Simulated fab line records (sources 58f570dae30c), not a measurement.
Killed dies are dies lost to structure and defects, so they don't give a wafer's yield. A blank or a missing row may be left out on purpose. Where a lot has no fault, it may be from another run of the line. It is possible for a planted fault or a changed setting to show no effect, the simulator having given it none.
fab line records ; flow berkeley_cmos170
record lots=5; wafers=15; last_day=13
route steps=331 shown M1@242 V1@254
lots untouched by any fault: they come from a run of this same line in which no faults occurred
start_h: the number of hours between the record's first day and the start of the first shown wafer of the lot ; wait_h: hours from the lot's prior step to this one ; " same as the row above ; L1.1+2: a single row standing in for several wafers ; - either no value or no given start ; * or withheld: withheld ; < > ~ a bound
route shown NAME@n: a module of which the file shows steps, and the number in the route of the first ; usual: mean/standard deviation taken from wafers without a fault ; same: alike in all rows ; chamber/n: place in a boat ; sites: the reading at each site ; _std_site: standard deviation of those values ; _edge_site: inner sites' mean taken away from outer sites' mean ; radius_mm: how far each site lies from the wafer's centre ; mask NAME#n: copy n ; behind: the tool/chamber that last shaped the wafer ; hold: why the lot went on hold/how many hours it stayed there/how the hold came to an end ; device: the n, p or np transistor that did not switch ; end of line: the route-end tests of the same wafers ; a step without rows: its recipe alone ; killed: at the first sort, the dies lost to defects and structure; wafer yield is something else ; map: a wafer's dies, marking killed ones x, the rest . and places with no die _
set.NAME: the setting as run; set.NAME@STEP: as run at that earlier step ; model.NAME: the simulator's own value behind a step, which no gauge read
lots at selected steps of the route; one table per step, one row per wafer
services: when a tool's chamber went out of use (start_h, in hours from the record's first day, below 0 if earlier), for how many hours, and the reason
## steps
# step UCB170_M1_COAT_04
# recipe resist=KrF; spin_rpm=1500; resist_thk_nm=900
# step UCB170_M1_SOFTBAKE_05
# recipe resist=KrF; temp_c=130; time_s=60
# step UCB170_M1_EXPOSE_06
# recipe mask_id=METAL1; target_cd_nm=700; na=0.5; sigma_outer=0.6; source_shape=conventional; dose_mj=21
# step UCB170_M1_PEB_07
# recipe peb_temp_c=130; peb_time_s=withheld; resist=KrF
# step UCB170_M1_DEVELOP_08
# recipe developer=TMAH; develop_time_s=45; resist=KrF; dev_temp_c=21
# step UCB170_M1_CD_MEAS_09
# recipe target_cd_nm=700
# usual cd_nm=700.9/1.4
lot.wafer;tool;chamber;start_h;wait_h;cd_nm
L993.2;cd_sem-02;-;174.07;-;699.4
L993.5;cd_sem-02;-;174.07;-;699.6
L993.6;cd_sem-02;-;174.07;-;700.1
L108.1;cd_sem-01;-;260.67;-;703.2
L108.4;cd_sem-01;-;260.67;-;703.6
L108.6;cd_sem-01;-;260.67;-;703.4
L109.4;cd_sem-02;-;261.46;-;699.3
L109.5;cd_sem-02;-;261.46;-;700.9
L109.6;cd_sem-02;-;261.46;-;700.5
L110.2;cd_sem-01;-;277.24;-;702.7
L110.4;cd_sem-01;-;277.24;-;702.2
L110.5;cd_sem-01;-;277.24;-;702.5
L112.1;cd_sem-02;-;287.97;-;703.5
L112.3;cd_sem-02;-;287.97;-;704.0
L112.6;cd_sem-02;-;287.97;-;701.3
# step UCB170_M1_OVL_MEAS_10
# usual M1_OVL=1/5
lot.wafer;tool;chamber;start_h;wait_h;M1_OVL[nm]
L993.2;overlay-02;-;174.17;0.1;2
L993.5;overlay-02;-;174.17;0.1;4
L993.6;overlay-02;-;174.17;0.1;7
L108.1;overlay-02;-;260.79;0.1;3
L108.4;overlay-02;-;260.79;0.1;1
L108.6;overlay-02;-;260.79;0.1;3
L109.4;overlay-01;-;261.54;0.1;-1
L109.5;overlay-01;-;261.54;0.1;-2
L109.6;overlay-01;-;261.54;0.1;2
L110.2;overlay-01;-;277.35;0.1;10
L110.4;overlay-01;-;277.35;0.1;14
L110.5;overlay-01;-;277.35;0.1;5
L112.1;overlay-01;-;288.09;0.1;2
L112.3;overlay-01;-;288.09;0.1;-4
L112.6;overlay-01;-;288.09;0.1;2
# step UCB170_M1_ETCH_11
# recipe chemistry=N2/H2; target_depth_a=withheld; overetch_a=withheld; target=BARC; time_s=withheld; source_w=500; bias_w=100; pressure_mtorr=30; n2_flow_sccm=100; h2_flow_sccm=200
# usual chamber_pressure_mTorr=30.005/0.027; drypump_motor_current_A=5.9/0.48; oes_product_au=0.993/0.015; throttle_valve_pct=13.36/0.2
lot.wafer;tool;chamber;start_h;wait_h;chamber_pressure_mTorr;drypump_motor_current_A;oes_product_au;throttle_valve_pct
L993.2;rie_diel-02;0;174.20;0.0;29.965;6.7;1.007;13.13
L993.5;rie_diel-02;1;174.20;0.0;29.961;5.6;0.997;13.14
L993.6;rie_diel-02;2;174.20;0.0;30.064;5.1;0.996;13.66
L108.1;rie_diel-02;0;260.82;0.0;30.017;6.7;1.001;13.11
L108.4;rie_diel-02;1;260.82;0.0;29.951;5.6;1.004;13.15
L108.6;rie_diel-02;3;260.82;0.0;30.003;6.0;0.991;13.47
L109.4;rie_diel-03;2;261.55;0.0;29.987;5.5;1.019;13.02
L109.5;rie_diel-03;0;261.55;0.0;30.041;5.7;1.004;13.32
L109.6;rie_diel-03;3;261.55;0.0;29.965;6.5;1.014;13.60
L110.2;rie_diel-04;1;277.38;0.0;29.963;6.2;0.976;13.39
L110.4;rie_diel-04;3;277.38;0.0;30.006;5.6;1.006;13.46
L110.5;rie_diel-04;0;277.38;0.0;29.993;5.8;0.970;13.20
L112.1;rie_diel-02;3;288.12;0.0;30.006;6.0;0.993;13.46
L112.3;rie_diel-02;0;288.12;0.0;30.047;6.7;0.992;13.11
L112.6;rie_diel-02;0;288.12;0.0;30.013;6.7;0.995;13.09
# step UCB170_M1_METAL_ETCH_12
# recipe chemistry=Cl2/BCl3; target=Al; stop_on=PSG; pressure_mtorr=12; target_depth_a=7800; over_etch_frac=0.3; time_s=133.5; icp_w=600; bias_w=120; Cl2_flow_sccm=90; bcl3_flow_sccm=45
# usual chamber_pressure_mTorr=12.000/0.011; drypump_motor_current_A=5.4/0.4; oes_product_au=0.860/0.018; throttle_valve_pct=24.25/0.13
lot.wafer;tool;chamber;start_h;wait_h;chamber_pressure_mTorr;drypump_motor_current_A;oes_product_au;rf_hours_counter_h;throttle_valve_pct
L993.2;rie_metal-02;0;174.24;-;11.989;5.0;0.847;6;24.03
L993.5;rie_metal-02;1;174.24;-;11.986;5.2;0.856;-;24.18
L993.6;rie_metal-02;0;174.24;-;12.002;5.0;0.830;-;24.02
L108.1;rie_metal-04;1;260.87;-;12.006;5.4;0.862;11;24.39
L108.4;rie_metal-04;1;260.87;-;12.005;5.4;0.873;-;24.39
L108.6;rie_metal-04;1;260.87;-;11.982;5.4;0.870;-;24.39
L109.4;rie_metal-01;0;261.73;-;11.982;5.9;0.862;-;24.30
L109.5;rie_metal-01;0;261.73;-;11.994;5.9;0.859;-;24.31
L109.6;rie_metal-01;0;261.73;-;11.978;5.9;0.862;-;24.29
L110.2;rie_metal-01;0;277.47;-;11.999;6.0;0.868;-;24.30
L110.4;rie_metal-01;0;277.47;-;11.995;6.0;0.868;-;24.29
L110.5;rie_metal-01;0;277.47;-;11.993;5.9;0.873;-;24.31
L112.1;rie_metal-02;0;288.16;-;12.016;5.0;0.829;10;24.03
L112.3;rie_metal-02;1;288.16;-;11.985;5.2;0.857;-;24.29
L112.6;rie_metal-02;0;288.16;-;12.013;5.0;0.831;-;24.04
# step UCB170_M1_STRIP_13
# recipe chemistry=O2; power_w=400; pressure_mtorr=3500; platen_temp_c=withheld; o2_flow_sccm=400; overash_fraction=0.5
# usual chamber_pressure_mTorr=3500/3.3; drypump_motor_current_A=5.8/0.34; oes_product_au=0.720/0.0045
lot.wafer;tool;chamber;start_h;wait_h;chamber_pressure_mTorr;drypump_motor_current_A;oes_product_au;rf_hours_counter_h
L993.2;plasma_asher-04;0;174.38;0.1;3500;5.2;0.723;45
L993.5;plasma_asher-04;1;174.38;0.1;3501;6.0;0.720;-
L993.6;plasma_asher-04;0;174.38;0.1;3501;5.2;0.722;-
L108.1;plasma_asher-03;1;261.00;0.1;3498;6.3;0.724;17
L108.4;plasma_asher-03;1;261.00;0.1;3496;6.3;0.720;-
L108.6;plasma_asher-03;1;261.00;0.1;3499;6.3;0.727;-
L109.4;plasma_asher-02;0;261.90;0.1;3495;5.7;0.722;-
L109.5;plasma_asher-02;0;261.90;0.1;3501;5.7;0.720;-
L109.6;plasma_asher-02;1;261.90;0.1;3499;5.4;0.722;-
L110.2;plasma_asher-02;0;277.69;0.2;3502;5.6;0.719;36
L110.4;plasma_asher-02;0;277.69;0.2;3499;5.7;0.717;-
L110.5;plasma_asher-02;1;277.69;0.2;3497;5.5;0.716;-
L112.1;plasma_asher-04;1;288.30;0.1;3502;6.1;0.724;58
L112.3;plasma_asher-04;1;288.30;0.1;3502;6.1;0.719;-
L112.6;plasma_asher-04;1;288.30;0.1;3497;6.1;0.720;-
# step UCB170_M1_CD_MEAS_90
# recipe target_cd_nm=700
# usual cd_nm=700.3/2.1
lot.wafer;tool;chamber;start_h;wait_h;cd_nm
L993.2;cd_sem-01;-;174.57;0.2;700.0
L993.5;cd_sem-01;-;174.57;0.2;700.2
L993.6;cd_sem-01;-;174.57;0.2;698.0
L108.1;cd_sem-02;-;261.10;0.1;703.6
L108.4;cd_sem-02;-;261.10;0.1;702.8
L108.6;cd_sem-02;-;261.10;0.1;705.6
L109.4;cd_sem-02;-;262.02;0.1;700.7
L109.5;cd_sem-02;-;262.02;0.1;701.0
L109.6;cd_sem-02;-;262.02;0.1;703.5
L110.2;cd_sem-01;-;277.81;0.1;701.2
L110.4;cd_sem-01;-;277.81;0.1;700.9
L110.5;cd_sem-01;-;277.81;0.1;700.3
L112.1;cd_sem-02;-;288.40;0.1;699.4
L112.3;cd_sem-02;-;288.40;0.1;701.6
L112.6;cd_sem-02;-;288.40;0.1;697.2
# step UCB170_M1_ANNEAL_14
# recipe temp_c=400; time_s=1200; ambient=forming_gas
# step UCB170_V1_CVD_00
# recipe material=SiO2; target_thk_nm=2000; temp_c=390; precursor=TEOS/O2; time_s=250; rf_w=550; pressure_mtorr=9000
# usual heater_power_w=246/48
lot.wafer;tool;chamber;start_h;wait_h;heater_power_w;model.SiO2_of_V1_CVD_00.thk_nm
L993.2;pecvd-03;1;176.45;0.0;270;1995
L993.5;pecvd-03;1;176.45;0.0;268;2019
L993.6;pecvd-03;0;176.45;0.0;258;1505
L108.1;pecvd-03;2;262.55;0.0;253;1983
L108.4;pecvd-03;1;262.55;0.0;272;2028
L108.6;pecvd-03;2;262.55;0.0;199;2020
L109.4;pecvd-02;2;263.96;0.1;258;2033
L109.5;pecvd-02;1;263.96;0.1;229;2012
L109.6;pecvd-02;0;263.96;0.1;162;1989
L110.2;pecvd-01;0;279.24;0.0;326;1984
L110.4;pecvd-01;2;279.24;0.0;215;2015
L110.5;pecvd-01;1;279.24;0.0;204;2000
L112.1;pecvd-01;1;290.58;0.0;259;1990
L112.3;pecvd-01;2;290.58;0.0;247;2005
L112.6;pecvd-01;0;290.58;0.0;230;2008
# step UCB170_V1_THK_MEAS_01
# recipe reads=SiO2_of_V1_CVD_00
# usual V1_TEOS_THK=1998/24
lot.wafer;tool;chamber;start_h;wait_h;hold;V1_TEOS_THK[nm]
L993.2;film_metro-01;-;176.70;0.2;await_dispo/0.2h/release;1995
L993.5;film_metro-01;-;176.70;0.2;await_dispo/0.2h/release;2018
L993.6;film_metro-01;-;176.70;0.2;await_dispo/0.2h/release;1505
L993.2;film_metro-01;-;176.92;0.2;-;1995
L993.5;film_metro-01;-;176.92;0.2;-;2019
L993.6;film_metro-01;-;176.92;0.2;-;1506
L108.1;film_metro-01;-;262.71;0.1;-;1982
L108.4;film_metro-01;-;262.71;0.1;-;2027
L108.6;film_metro-01;-;262.71;0.1;-;2021
L109.4;film_metro-04;-;264.07;0.0;-;2032
L109.5;film_metro-04;-;264.07;0.0;-;2011
L109.6;film_metro-04;-;264.07;0.0;-;1988
L110.2;film_metro-04;-;279.41;0.1;-;1983
L110.4;film_metro-04;-;279.41;0.1;-;2015
L110.5;film_metro-04;-;279.41;0.1;-;2000
L112.1;film_metro-02;-;290.74;0.1;-;1989
L112.3;film_metro-02;-;290.74;0.1;-;2005
L112.6;film_metro-02;-;290.74;0.1;-;2007
# step UCB170_V1_CMP_02
# recipe material=SiO2; down_force_psi=6; platen_rpm=60; pad_velocity_m_s=0.75398
# usual head_pressure_psi=6.000/0.013; motor_current_A=16.8/1.6
lot.wafer;tool;chamber;start_h;wait_h;hold;head_pressure_psi;motor_current_A
L993.2;cmp-02;1;183.87;6.9;await_dispo/2.6h/release;6.001;15.7
L993.6;cmp-02;3;183.87;6.9;await_dispo/2.6h/release;6.011;17.7
L993.5;cmp-02;0;183.87;6.9;await_dispo/2.6h/release;6.008;15.9
L108.4;cmp-01;0;262.77;0.0;-;5.988;14.0
L108.1;cmp-01;1;262.77;0.0;-;6.003;15.8
L108.6;cmp-01;0;262.77;0.0;-;6.008;13.4
L109.4;cmp-02;3;264.15;0.1;-;5.968;18.5
L109.6;cmp-02;2;264.15;0.1;-;5.981;18.0
L109.5;cmp-02;3;264.15;0.1;-;5.999;18.4
L110.2;cmp-02;3;279.56;0.1;-;5.989;19.0
L110.4;cmp-02;0;279.56;0.1;-;5.995;16.5
L110.5;cmp-02;2;279.56;0.1;-;6.009;17.9
L112.3;cmp-02;1;290.80;0.0;-;5.998;17.4
L112.1;cmp-02;2;290.80;0.0;-;5.989;18.7
L112.6;cmp-02;2;290.80;0.0;-;5.991;18.2
## services
tool;chamber;start_h;hours;kind
rie_diel-02;3;150.23;5.8;repair
pecvd-02;-;153.66;5.5;pm
cmp-02;-;168.11;6.8;pm
pecvd-02;0;171.37;18.4;repair
plasma_asher-04;-;172.02;0.8;repair
pecvd-03;2;174.37;3.5;repair
pecvd-03;-;178.46;2.1;repair
rie_diel-02;3;178.85;6.7;repair
cmp-02;-;179.90;3.9;repair
rie_diel-02;-;201.74;1.0;repair
rie_metal-02;1;207.52;-;clean
rie_diel-02;-;216.57;4.0;repair
cmp-02;-;232.00;4.0;pm
cmp-02;-;236.00;-;consumable_replace:conditioner
cmp-02;-;236.00;-;consumable_replace:pad
pecvd-03;-;242.50;14.0;pm
pecvd-02;2;242.72;16.8;repair
cmp-01;-;245.73;6.0;pm
rie_diel-03;1;253.49;6.5;repair
cmp-02;-;257.44;0.5;repair
plasma_asher-03;-;265.49;5.8;repair
rie_diel-04;2;269.22;2.6;repair
rie_diel-03;0;276.37;4.4;repair
rie_diel-04;2;276.75;3.3;repair
## key
first_sign step=UCB170_V1_THK_MEAS_01; reading=visit; direction=added
effect step=UCB170_V1_THK_MEAS_01; reading=V1_TEOS_THK; direction=down; sigmas=21; usual=1998; struck=1505
model_effect step=UCB170_V1_CVD_00; value=SiO2_of_V1_CVD_00.thk_nm; without=2018; struck=1505
met_at UCB170_V1_CVD_00
struck_wafers L993.6
sort_left_out L993.6
fault kind=process_parameter_drift; tool=pecvd-03; chamber=0; onset_h=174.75; steps=UCB170_V1_CVD_00; channel=target_thk_nm; offset=-510.18; shape=step; end_h=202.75; acts_in=these_recipes_only; stated=2000
# sort_left_out: the simulated sort isn't trusted on such a fault, so these wafers' sort isn't shown, and their yield isn't known
